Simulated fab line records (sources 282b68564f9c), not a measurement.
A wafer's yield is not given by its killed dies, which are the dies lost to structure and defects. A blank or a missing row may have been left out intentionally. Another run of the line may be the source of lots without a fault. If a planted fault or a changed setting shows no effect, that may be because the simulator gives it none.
fab line records	flow ritCmos
record lots=7	wafers=21	lastDay=7
route steps=202 shown GATE@77 FOX2@80 M1@202
lots that met no fault: from a run of the same line without faults
startH: the number of hours between the record's first day and the start of the first shown wafer of the lot	waitH: hours since the lot's step before	" same as the row above	L1.1+2: a single row standing in for several wafers	- value missing, or start not given	* or withheld: withheld	< > ~ a bound
route shown NAME@n: names a module that has steps shown in the file, with the first one's number in the route	usual: mean/standard deviation taken from wafers without a fault	same: alike in all rows	chamber/n: place in a boat	sites: per-site readings	_std_site: their standard deviation	_edge_site: outer sites' mean less inner sites'	radiusMm: for every site, how far away it sits from the centre of the wafer	mask NAME#n: copy n	behind: the tool/chamber that last shaped the wafer	hold: why the lot went on hold/how many hours it stayed there/how the hold came to an end	device: the n, p or np transistor that did not switch	end of line: the same wafers' tests at the end of the route	a step without rows: its recipe alone	killed: the dies lost at the first sort to structure and to defects; this is not the yield of the wafer	map: dies across one wafer; x = killed, . = not, _ = none there
set.NAME: the run value of the setting; set.NAME@STEP: its run value at that earlier step	model.NAME: the simulator's own value behind a step, which no gauge read
lots at selected steps of the route; one table per step, one row per wafer
services: from which hour (startH, from the record's first day; less than 0 if before it) a tool's chamber was out of use, for how many hours, and why
## steps
# step RIT_GATE_CLEAN_02
# recipe chemistry=dHF	dilution=50:1	timeS=30
# step RIT_GATE_CLEAN_03
# recipe chemistry=SC2	mix=3:3:50	timeS=600	tempC=75	dry=n2Spin
# step RIT_GATE_CLEAN_04
# recipe chemistry=dHF	dilution=50:1	timeS=61.06	dry=n2Spin
# step RIT_FOX2_THK_MEAS_91
# recipe reads=SiO2_of_FOX2_OXIDATION_00
# usual FIELD_OXIDE_LEFT_2_THK=256/5.6
lot.wafer	tool	chamber	startH	waitH	FIELD_OXIDE_LEFT_2_THK[nm]
L960.2	filmMetro-04	-	66.99	0.0	252
L960.4	"	-	"	"	251
L960.6	"	-	"	"	250
L962.2	filmMetro-04	-	75.73	0.0	262
L962.4	"	-	"	"	261
L962.6	"	-	"	"	259
L964.3	filmMetro-04	-	84.62	0.0	249
L964.4	"	-	"	"	253
L964.6	"	-	"	"	258
L965.2	filmMetro-03	-	89.36	0.0	261
L965.4	"	-	"	"	262
L965.5	"	-	"	"	264
L969.1	filmMetro-03	-	110.19	0.0	249
L969.2	"	-	"	"	251
L969.6	"	-	"	"	250
L971.2	filmMetro-03	-	118.77	0.0	260
L971.5	"	-	"	"	263
L971.6	"	-	"	"	269
L975.2	filmMetro-02	-	137.51	0.0	252
L975.5	"	-	"	"	260
L975.6	"	-	"	"	257
# step RIT_GATE_OXIDATION_05
# recipe tempC=900	ambient=O2	targetThkA=30	oxTimeS=270
# step RIT_GATE_ANNEAL_06
# recipe tempC=900	timeS=600	ambient=N2O
# step RIT_GATE_THK_MEAS_07
# recipe reads=SiO2_of_GATE_OXIDATION_05
# usual GATE_OXIDE_THK=3.02/0.064
lot.wafer	tool	chamber	startH	waitH	GATE_OXIDE_THK[nm]
L960.2	filmMetro-02	-	70.36	0.0	2.96
L960.4	"	-	"	"	3.09
L960.6	"	-	"	"	3.01
L962.2	filmMetro-02	-	78.74	0.0	3.10
L962.4	"	-	"	"	3.07
L962.6	"	-	"	"	2.99
L964.3	filmMetro-02	-	88.69	0.0	2.98
L964.4	"	-	"	"	2.96
L964.6	"	-	"	"	3.02
L965.2	filmMetro-02	-	92.30	0.0	3.03
L965.4	"	-	"	"	3.16
L965.5	"	-	"	"	3.02
L969.1	filmMetro-03	-	111.70	0.0	2.97
L969.2	"	-	"	"	2.95
L969.6	"	-	"	"	2.89
L971.2	filmMetro-02	-	120.54	0.0	3.02
L971.5	"	-	"	"	3.08
L971.6	"	-	"	"	3.04
L975.2	filmMetro-03	-	140.08	0.0	2.95
L975.5	"	-	"	"	2.91
L975.6	"	-	"	"	2.99
# step RIT_GATE_CVD_08
# recipe material=poly-Si	targetThkNm=250	tempC=610	precursor=SiH4	timeS=2220	pressureMtorr=300	sih4FlowSccm=100
# step RIT_GATE_THK_MEAS_09
# recipe reads=poly-Si_of_GATE_CVD_08
# usual GATE_POLY_THK=249.7/2.2
lot.wafer	tool	chamber	startH	waitH	GATE_POLY_THK[nm]
L960.2	filmMetro-02	-	72.03	0.0	248.8
L960.4	"	-	"	"	248.8
L960.6	"	-	"	"	248.8
L962.2	filmMetro-03	-	80.41	0.0	251.0
L962.4	"	-	"	"	251.2
L962.6	"	-	"	"	249.7
L964.3	filmMetro-02	-	90.37	0.0	254.4
L964.4	"	-	"	"	253.4
L964.6	"	-	"	"	255.3
L965.2	filmMetro-04	-	93.97	0.0	249.0
L965.4	"	-	"	"	250.8
L965.5	"	-	"	"	250.0
L969.1	filmMetro-03	-	113.37	0.0	245.5
L969.2	"	-	"	"	247.4
L969.6	"	-	"	"	247.2
L971.2	filmMetro-04	-	122.21	0.0	251.2
L971.5	"	-	"	"	249.0
L971.6	"	-	"	"	249.9
L975.2	filmMetro-02	-	141.75	0.0	248.9
L975.5	"	-	"	"	249.0
L975.6	"	-	"	"	249.9
# step RIT_GATE_HMDS_10
# recipe primeTimeS=60	primeTempC=140
# step RIT_GATE_COAT_11
# recipe resist=NOVOLAK	spinRpm=4250	resistThkNm=850
# step RIT_GATE_SOFTBAKE_12
# recipe resist=NOVOLAK	tempC=90	timeS=60
# step RIT_GATE_EXPOSE_13
# recipe maskId=M6	na=0.6	sourceShape=conventional	sigmaOuter=0.6	targetCdNm=150	doseMj=380
# usual exposureDoseMJCm2=379.9/0.34	focusOffsetNm=0.0/0.48
# same sigmaOuter=0.6
lot.wafer	tool	chamber	startH	waitH	mask	exposureDoseMJCm2	focusOffsetNm
L960.2	ilineStepper-02	0	72.98	0.2	M6#0	379.7	0.2
L960.4	"	0	"	"	M6#0	379.7	0.2
L960.6	"	0	"	"	M6#0	380.1	0.5
L962.2	ilineStepper-01	0	81.06	0.2	M6#0	379.9	0.2
L962.4	"	0	"	"	M6#0	380.0	-0.5
L962.6	"	0	"	"	M6#0	380.1	0.3
L964.3	ilineStepper-01	0	90.90	0.1	M6#0	334.0	-0.3
L964.4	"	0	"	"	M6#0	333.5	-0.7
L964.6	"	0	"	"	M6#0	334.4	-0.5
L965.2	ilineStepper-02	0	94.62	0.2	M6#0	379.6	0.2
L965.4	"	0	"	"	M6#0	379.6	0.7
L965.5	"	0	"	"	M6#0	380.4	0.3
L969.1	ilineStepper-01	0	114.03	0.2	M6#0	342.8	0.6
L969.2	"	0	"	"	M6#0	342.7	0.1
L969.6	"	0	"	"	M6#0	343.3	-0.1
L971.2	ilineStepper-01	0	122.86	0.2	M6#0	350.7	0.3
L971.5	"	0	"	"	M6#0	350.0	-0.6
L971.6	"	0	"	"	M6#0	350.0	-0.8
L975.2	ilineStepper-02	0	142.40	0.2	M6#0	380.0	0.4
L975.5	"	0	"	"	M6#0	379.5	-0.4
L975.6	"	0	"	"	M6#0	380.4	-0.4
# step RIT_GATE_PEB_14
# recipe resist=NOVOLAK	tempC=withheld	timeS=withheld
# step RIT_GATE_DEVELOP_15
# recipe resist=NOVOLAK	developTimeS=50	devTempC=23
# step RIT_GATE_CD_MEAS_16
# recipe targetCdNm=150
# usual cdNm=149.4/2.5
lot.wafer	tool	chamber	startH	waitH	hold	cdNm
L960.2	cdSem-02	-	73.38	-	-	147.1
L960.4	"	-	"	"	-	148.4
L960.6	"	-	"	"	-	147.9
L962.2	cdSem-02	-	81.56	-	-	154.6
L962.4	"	-	"	"	-	152.6
L962.6	"	-	"	"	-	153.1
L964.3	cdSem-01	-	91.30	-	awaitDispo/0.2h/release	218.8
L964.4	"	-	"	"	awaitDispo/0.2h/release	220.2
L964.6	"	-	"	"	awaitDispo/0.2h/release	220.0
L964.3	cdSem-01	-	91.58	0.3	-	218.7
L964.4	"	-	"	"	-	220.3
L964.6	"	-	"	"	-	220.1
L965.2	cdSem-02	-	95.02	-	-	148.9
L965.4	"	-	"	"	-	150.6
L965.5	"	-	"	"	-	148.4
L969.1	cdSem-02	-	114.43	-	awaitDispo/0.2h/release	198.3
L969.2	"	-	"	"	awaitDispo/0.2h/release	199.1
L969.6	"	-	"	"	awaitDispo/0.2h/release	199.1
L969.1	cdSem-02	-	114.88	0.4	-	198.1
L969.2	"	-	"	"	-	199.2
L969.6	"	-	"	"	-	199.1
L971.2	cdSem-01	-	123.26	-	awaitDispo/0.2h/release	190.1
L971.5	"	-	"	"	awaitDispo/0.2h/release	190.6
L971.6	"	-	"	"	awaitDispo/0.2h/release	189.5
L971.2	cdSem-01	-	123.55	0.3	-	190.0
L971.5	"	-	"	"	-	190.4
L971.6	"	-	"	"	-	189.8
L975.2	cdSem-01	-	142.80	-	-	150.4
L975.5	"	-	"	"	-	150.7
L975.6	"	-	"	"	-	148.1
# step RIT_GATE_OVL_MEAS_17
# usual GATE_OVL=-1.1/1.4
lot.wafer	tool	chamber	startH	waitH	hold	GATE_OVL[nm]
L960.2	overlay-02	-	73.49	0.1	-	-2.1
L960.4	"	-	"	"	-	-1.6
L960.6	"	-	"	"	-	-3.1
L962.2	overlay-02	-	81.66	0.1	-	-1.0
L962.4	"	-	"	"	-	0.0
L962.6	"	-	"	"	-	-2.2
L965.2	overlay-02	-	95.13	0.1	-	0.3
L965.4	"	-	"	"	-	-1.0
L965.5	"	-	"	"	-	-0.1
L964.3	overlay-01	-	97.06	5.5	awaitDispo/5.4h/release	-2.0
L964.4	"	-	"	"	awaitDispo/5.4h/release	-0.2
L964.6	"	-	"	"	awaitDispo/5.4h/release	-0.6
L969.1	overlay-01	-	120.38	5.5	awaitDispo/5.3h/release	0.0
L969.2	"	-	"	"	awaitDispo/5.3h/release	-0.5
L969.6	"	-	"	"	awaitDispo/5.3h/release	-1.4
L971.2	overlay-02	-	125.56	2.0	awaitDispo/1.9h/release	-0.7
L971.5	"	-	"	"	awaitDispo/1.9h/release	-1.9
L971.6	"	-	"	"	awaitDispo/1.9h/release	-2.4
L975.2	overlay-01	-	142.91	0.1	-	1.9
L975.5	"	-	"	"	-	0.4
L975.6	"	-	"	"	-	-0.2
# step RIT_GATE_HARDBAKE_18
# recipe resist=NOVOLAK	tempC=140	timeS=60
# step RIT_GATE_ETCH_19
# recipe chemistry=SF6/CHF3/O2	timeS=165	SF6_flow_sccm=30	CHF3_flow_sccm=30	O2_flow_sccm=5	target=poly-Si	pressureMtorr=40	rfW=160	targetDepthA=3125	overEtchFrac=0.25	stopOn=SiO2
# usual drypumpMotorCurrentA=5.8/0.64	oesProductAu=0.858/0.011	throttleValvePct=10.22/0.14
lot.wafer	tool	chamber	startH	waitH	drypumpMotorCurrentA	oesProductAu	rfHoursCounterH	throttleValvePct	model.GATE.cdNm
L960.2	rieSi-01	1	73.67	0.1	5.3	0.847	2	10.09	147.1
L960.4	"	2	"	"	5.2	0.868	3	10.10	148.8
L960.6	"	2	"	"	5.1	0.856	-	10.10	147.8
L962.2	rieSi-01	3	81.92	0.1	5.1	0.874	0	10.27	154.2
L962.4	"	0	"	"	5.7	0.863	132	10.32	152.6
L962.6	"	2	"	"	5.1	0.863	-	10.11	153.2
L965.2	rieSi-02	0	95.31	0.1	5.8	0.860	120	10.21	148.9
L965.4	"	1	"	"	6.4	0.843	40	10.26	150.7
L965.5	"	1	"	"	6.4	0.839	-	10.28	148.8
L964.3	rieSi-01	0	97.23	0.1	5.7	0.885	132	10.31	219.1
L964.4	"	2	"	"	5.2	0.881	4	10.09	220.8
L964.6	"	3	"	"	5.1	0.876	-	10.28	219.7
L969.1	rieSi-02	1	120.58	0.1	6.4	0.831	40	10.27	198.3
L969.2	"	3	"	"	6.5	0.857	16	10.53	199.1
L969.6	"	2	"	"	6.9	0.859	-	10.07	199.1
L971.2	rieSi-02	2	125.82	0.1	6.9	0.870	90	10.06	190
L971.5	"	1	"	"	6.4	0.831	-	10.28	190.6
L971.6	"	2	"	"	6.9	0.858	-	10.06	189.7
L975.2	rieSi-02	3	143.09	0.1	6.5	0.863	16	10.52	150.4
L975.5	"	1	"	"	6.4	0.844	-	10.28	150.6
L975.6	"	2	"	"	6.9	0.865	-	10.05	148.6
# step RIT_GATE_STRIP_20
# recipe chemistry=O2	timeS=180	resist=NOVOLAK	platenTempC=withheld	powerW=500	pressureMtorr=4000	o2FlowSccm=3888
# usual drypumpMotorCurrentA=5.7/0.58
lot.wafer	tool	chamber	startH	waitH	drypumpMotorCurrentA	rfHoursCounterH
L960.2	plasmaAsher-04	1	73.78	0.1	5.6	29
L960.4	"	0	"	"	4.8	-
L960.6	"	0	"	"	4.8	-
L962.2	plasmaAsher-03	1	82.03	0.1	5.6	46
L962.4	"	1	"	"	5.6	-
L962.6	"	0	"	"	5.5	-
L965.2	plasmaAsher-04	1	95.41	0.1	5.6	31
L965.4	"	1	"	"	5.6	-
L965.5	"	0	"	"	4.8	-
L964.3	plasmaAsher-04	1	97.40	0.1	5.6	-
L964.4	"	0	"	"	4.8	-
L964.6	"	1	"	"	5.6	-
L969.1	plasmaAsher-03	0	120.69	0.1	5.5	50
L969.2	"	1	"	"	5.6	50
L969.6	"	0	"	"	5.5	-
L971.2	plasmaAsher-03	1	125.93	0.1	5.6	51
L971.5	"	0	"	"	5.5	-
L971.6	"	1	"	"	5.6	-
L975.2	plasmaAsher-02	0	143.19	0.1	6.8	49
L975.5	"	0	"	"	6.8	-
L975.6	"	1	"	"	6.0	-
# step RIT_M1_PROBE_99
# usual killedAtFrontEnd=6.9/2.8	killedDies=7.0/2.8	killedOnRim=1.8/1.3	killedOpen=3.4/2	killedShort=3.5/2.1
# same grossDies=264	killed_at_M0_to_M3=0	killed_at_M4_up=0	killedAtBackSide=0	killedAtContacts=0	killedAtOther=0
lot.wafer	tool	chamber	startH	waitH	hold	killedAtFrontEnd	killedDies	killedOnRim	killedOpen	killedShort
L960.2	prober-01	-	93.48	0.1	-	9	9	3	3	6
L960.4	prober-01	-	93.58	0.2	-	7	7	2	4	3
L960.6	prober-01	-	93.68	0.2	-	9	9	4	6	3
L962.2	prober-01	-	102.78	0.1	-	9	9	1	5	4
L962.4	prober-01	-	102.88	0.2	-	6	6	1	4	2
L962.6	prober-01	-	102.98	0.2	-	11	11	3	8	3
L965.2	prober-02	-	115.29	0.1	-	7	7	4	4	3
L965.4	prober-02	-	115.39	0.2	-	9	9	2	6	3
L965.5	prober-02	-	115.44	0.2	-	7	7	3	4	3
L964.3	prober-01	-	129.39	0.2	-	264	264	70	4	1
L964.4	prober-01	-	129.44	0.2	-	264	264	70	5	2
L964.6	prober-01	-	129.54	0.2	-	264	264	70	9	2
L969.1	prober-02	-	147.70	0.1	awaitDispo/3.5h/scrap	264	264	70	2	4
L969.2	prober-02	-	147.75	0.1	awaitDispo/3.5h/scrap	264	264	70	1	1
L969.6	prober-02	-	147.95	0.2	awaitDispo/3.5h/scrap	264	264	70	2	6
L971.2	prober-02	-	151.55	0.1	awaitDispo/2.8h/scrap	263	263	69	2	3
L971.5	prober-02	-	151.70	0.2	awaitDispo/2.8h/scrap	264	264	70	1	3
L971.6	prober-02	-	151.75	0.2	awaitDispo/2.8h/scrap	264	264	70	4	4
L975.2	prober-02	-	165.11	0.1	-	6	6	1	5	1
L975.5	prober-02	-	165.26	0.2	-	9	9	2	2	7
L975.6	prober-02	-	165.31	0.2	-	9	9	2	5	3
# killed by level:class
L960.2 GATE:geometricParticle:short=2 SPACER:geometricParticle:short=2 SPACER:geometricParticle:open=2 SILICIDE:geometricParticle:short=2 GATE:geometricParticle:open=1
L960.4 SPACER:geometricParticle:open=3 GATE:geometricParticle:short=2 FOX1:geometricParticle:short=1 REOX:geometricParticle:open=1
L960.6 SPACER:geometricParticle:open=3 GATE:geometricParticle:open=2 FOX1:geometricParticle:open=1 GATE:geometricParticle:short=1 REOX:geometricParticle:short=1 SILICIDE:geometricParticle:short=1
L962.2 GATE:geometricParticle:open=2 FOX1:geometricParticle:open=1 FOX1:geometricParticle:short=1 GATE:geometricParticle:short=1 REOX:geometricParticle:short=1 SPACER:geometricParticle:open=1 SILICIDE:geometricParticle:open=1 SILICIDE:geometricParticle:short=1
L962.4 FOX1:geometricParticle:open=1 FOX2:geometricParticle:open=1 GATE:geometricParticle:short=1 GATE:geometricParticle:open=1 REOX:geometricParticle:short=1 SILICIDE:geometricParticle:open=1
L962.6 SILICIDE:geometricParticle:open=4 FOX2:geometricParticle:open=2 FOX2:geometricParticle:short=1 GATE:geometricParticle:short=1 REOX:geometricParticle:open=1 REOX:geometricParticle:short=1 SPACER:geometricParticle:open=1
L965.2 FOX1:geometricParticle:open=3 FOX1:geometricParticle:short=1 FOX2:geometricParticle:short=1 REOX:geometricParticle:open=1 REOX:geometricParticle:short=1
L965.4 FOX1:geometricParticle:open=3 FOX1:geometricParticle:short=2 FOX2:geometricParticle:open=1 GATE:geometricParticle:short=1 SPACER:geometricParticle:open=1 SILICIDE:geometricParticle:open=1
L965.5 GATE:geometricParticle:open=2 FOX1:geometricParticle:open=1 FOX1:geometricParticle:short=1 GATE:geometricParticle:short=1 SILICIDE:geometricParticle:open=1 SILICIDE:geometricParticle:short=1
L964.3 GATE:areaExpose=259 SPACER:geometricParticle:open=3 GATE:geometricParticle:short=1 GATE:geometricParticle:open=1
L964.4 GATE:areaExpose=257 SPACER:geometricParticle:open=2 FOX2:geometricParticle:open=1 REOX:geometricParticle:short=1 REOX:geometricParticle:open=1 SPACER:geometricParticle:short=1 SILICIDE:geometricParticle:open=1
L964.6 GATE:areaExpose=253 SILICIDE:geometricParticle:open=3 GATE:geometricParticle:open=2 SPACER:geometricParticle:open=2 FOX1:geometricParticle:open=1 FOX1:geometricParticle:short=1 GATE:geometricParticle:short=1 REOX:geometricParticle:open=1
L969.1 GATE:areaExpose=258 SILICIDE:geometricParticle:short=3 GATE:geometricParticle:open=2 REOX:geometricParticle:short=1
L969.2 GATE:areaExpose=262 FOX1:geometricParticle:short=1 FOX2:geometricParticle:open=1
L969.6 GATE:areaExpose=256 REOX:geometricParticle:short=4 FOX1:geometricParticle:open=1 FOX1:geometricParticle:short=1 GATE:geometricParticle:open=1 SILICIDE:geometricParticle:short=1
L971.2 GATE:areaExpose=258 FOX1:geometricParticle:short=2 FOX1:geometricParticle:open=1 GATE:geometricParticle:open=1 GATE:geometricParticle:short=1
L971.5 GATE:areaExpose=260 FOX2:geometricParticle:short=2 FOX1:geometricParticle:open=1 GATE:geometricParticle:short=1
L971.6 GATE:areaExpose=256 GATE:geometricParticle:open=2 GATE:geometricParticle:short=2 FOX1:geometricParticle:short=1 FOX2:geometricParticle:open=1 REOX:geometricParticle:short=1 SILICIDE:geometricParticle:open=1
L975.2 GATE:geometricParticle:open=3 GATE:geometricParticle:short=1 SPACER:geometricParticle:open=1 SILICIDE:geometricParticle:open=1
L975.5 GATE:geometricParticle:short=4 REOX:geometricParticle:short=2 FOX1:geometricParticle:short=1 FOX1:geometricParticle:open=1 REOX:geometricParticle:open=1
L975.6 FOX1:geometricParticle:open=2 FOX1:geometricParticle:short=1 GATE:geometricParticle:short=1 GATE:geometricParticle:open=1 REOX:geometricParticle:short=1 SPACER:geometricParticle:open=1 SILICIDE:geometricParticle:open=1 NRETRO:coatMicrobubblePrinted=1
# map L964.3 (x killed, . not)
________xxxxxxx_______
_____xxxxxxxxxxxxx____
____xxxxxxxxxxxxxxx___
___xxxxxxxxxxxxxxxxx__
__xxxxxxxxxxxxxxxxxxx_
__xxxxxxxxxxxxxxxxxxx_
_xxxxxxxxxxxxxxxxxxxxx
_xxxxxxxxxxxxxxxxxxxxx
_xxxxxxxxxxxxxxxxxxxxx
_xxxxxxxxxxxxxxxxxxxxx
__xxxxxxxxxxxxxxxxxxx_
__xxxxxxxxxxxxxxxxxxx_
___xxxxxxxxxxxxxxxxx__
____xxxxxxxxxxxxxxx___
_____xxxxxxxxxxxxx____
________xxxxxxx_______
# map L969.1 (x killed, . not)
________xxxxxxx_______
_____xxxxxxxxxxxxx____
____xxxxxxxxxxxxxxx___
___xxxxxxxxxxxxxxxxx__
__xxxxxxxxxxxxxxxxxxx_
__xxxxxxxxxxxxxxxxxxx_
_xxxxxxxxxxxxxxxxxxxxx
_xxxxxxxxxxxxxxxxxxxxx
_xxxxxxxxxxxxxxxxxxxxx
_xxxxxxxxxxxxxxxxxxxxx
__xxxxxxxxxxxxxxxxxxx_
__xxxxxxxxxxxxxxxxxxx_
___xxxxxxxxxxxxxxxxx__
____xxxxxxxxxxxxxxx___
_____xxxxxxxxxxxxx____
________xxxxxxx_______
## services
tool	chamber	startH	hours	kind
ilineStepper-01	-	50.30	4.4	pm
plasmaAsher-03	-	62.49	0.7	repair
ilineStepper-02	0	71.85	-	calibration
plasmaAsher-04	-	93.69	0.4	repair
rieSi-01	0	99.75	3.5	repair
plasmaAsher-04	-	105.16	2.2	repair
plasmaAsher-02	-	123.99	3.4	repair
rieSi-01	0	124.61	7.4	repair
## key
firstSign step=RIT_GATE_EXPOSE_13	reading=exposureDoseMJCm2	direction=down	sigmas=99+	usual=379.9	struck=342.4
effect step=RIT_GATE_CD_MEAS_16	reading=visit	direction=added	through=controlLoop
effect step=RIT_GATE_CD_MEAS_16	reading=cdNm	direction=up	sigmas=21	usual=149.4	struck=202.8	through=controlLoop
effect step=RIT_M1_PROBE_99	reading=killedAtFrontEnd	direction=up	sigmas=92	usual=6.9	struck=263.9
modelEffect step=RIT_GATE_ETCH_19	value=GATE.cdNm	without=149.5	struck=202.9
moreKillsBornAt RIT_GATE_EXPOSE_13@ilineStepper-01=2319
metAt RIT_GATE_EXPOSE_13
struckWafers L964.3,L964.4,L964.6,L969.1,L969.2,L969.6,L971.2,L971.5,L971.6
laterRowsLeftOut L964.3,L964.4,L964.6,L969.1,L969.2,L969.6,L971.2,L971.5,L971.6
testerLeftOut L964,L969,L971
loopTrim step=RIT_GATE_EXPOSE_13	setting=dose	lots=L969,L971
onsetBetween 81.06 90.90
fault kind=processParameterDrift	tool=ilineStepper-01	chamber=-	onsetH=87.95	steps=RIT_GATE_EXPOSE_13	channel=doseMj	offset=-45.935	shape=step	actsIn=theseRecipesOnly	stated=380
# testerLeftOut: of these lots the tester's yield and bins aren't shown, on N5 and GAA mostly nor the transistor test; their killed dies are dies lost to structure and defects alone, not to doping, threshold or leakage, so they don't give the yield
# laterRowsLeftOut: the simulator's readings of these wafers behind a module that went badly wrong aren't trusted and aren't shown, but for the sort
# loopTrim: a control loop set the setting to another value than it would have without faults
